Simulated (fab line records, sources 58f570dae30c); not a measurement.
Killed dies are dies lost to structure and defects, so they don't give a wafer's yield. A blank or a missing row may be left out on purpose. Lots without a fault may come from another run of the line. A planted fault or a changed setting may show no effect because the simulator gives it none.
One fault seen from 2 desks | flow berkeley_cmos170 | each desk has only its own numbers; what lay behind them comes last

THE METROLOGY DESK
What the gauges read, lot by lot, whatever tool the lot ran on: means of the sampled wafers that have a number. A lot is out of limits, marked OUT, if its mean lies more than 4 standard deviations from the usual mean; the brackets give that distance.
Columns: A = cd_nm at UCB170_V2_CD_MEAS_12, usual 700.4 nm
lot  | first seen here | A
L125 | day 8 03:59     | 701.6
L126 | day 8 04:32     | 700.2
L128 | day 8 08:08     | 700.8
L130 | day 8 17:48     | 699.6
L129 | day 8 18:14     | 698.8
L131 | day 8 23:01     | 700.2
L132 | day 9 16:11     | 701.1
L133 | day 9 21:10     | 698.3
L135 | day 10 10:11    | 701.3
L137 | day 10 10:39    | 700.7
L140 | day 10 23:23    | 700.2
L142 | day 11 21:40    | 702.3
L145 | day 11 21:59    | 699.6
L143 | day 11 22:23    | 703.4
This desk's finding: nothing out of limits on any of the 14 lots.

THE TOOL OWNER'S DESK: litho_track-01
The tool's own readings at UCB170_V2_SOFTBAKE_08 (time 60 s): means of the sampled wafers that have a number, for each lot that ran on this tool. A lot is out of limits, marked OUT, if its mean lies more than 4 standard deviations from the usual mean; the brackets give that distance.
Columns: A = resist_line_temp_C at UCB170_V2_SOFTBAKE_08, usual 23.00 C; B = run_length_s at UCB170_V2_SOFTBAKE_08, usual 89.02 s
lot  | first seen here | A     | B
L126 | day 8 03:43     | 22.94 | 88.97
L128 | day 8 07:29     | 23.00 | 89.08
L130 | day 8 17:09     | 23.01 | 88.94
L131 | day 8 22:07     | 23.11 | 89.03
L132 | day 9 15:07     | 23.12 | 89.06
L133 | day 9 20:38     | 23.14 | 88.98
L137 | day 10 09:13    | 22.96 | 88.93
L142 | day 11 20:50    | 23.06 | 92.45 (+20) OUT
L145 | day 11 21:18    | 22.98 | 92.59 (+21) OUT
This desk's finding: out of limits on L142, L145; first on L142, day 11 20:50 (run_length_s at UCB170_V2_SOFTBAKE_08). In limits: L126, L128, L130, L131, L132, L133, L137.

PUT TOGETHER
The tool owner's desk could have raised an alarm at day 11 20:50, on L142, L145.
The metrology desk saw nothing out of limits.
The metrology desk has L142, L145 on record, within its limits.
Of the lots named, all ran UCB170_V2_SOFTBAKE_08 on litho_track-01.

WHAT THE SIMULATOR HAD PUT IN
Process parameter drift: litho_track-01, from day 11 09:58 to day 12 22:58, at UCB170_V2_SOFTBAKE_08. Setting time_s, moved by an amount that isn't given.
Lots struck among those shown: L142, L145.
Hours from the fault's start to each desk's first reading out of limits: the tool owner's desk, 11.
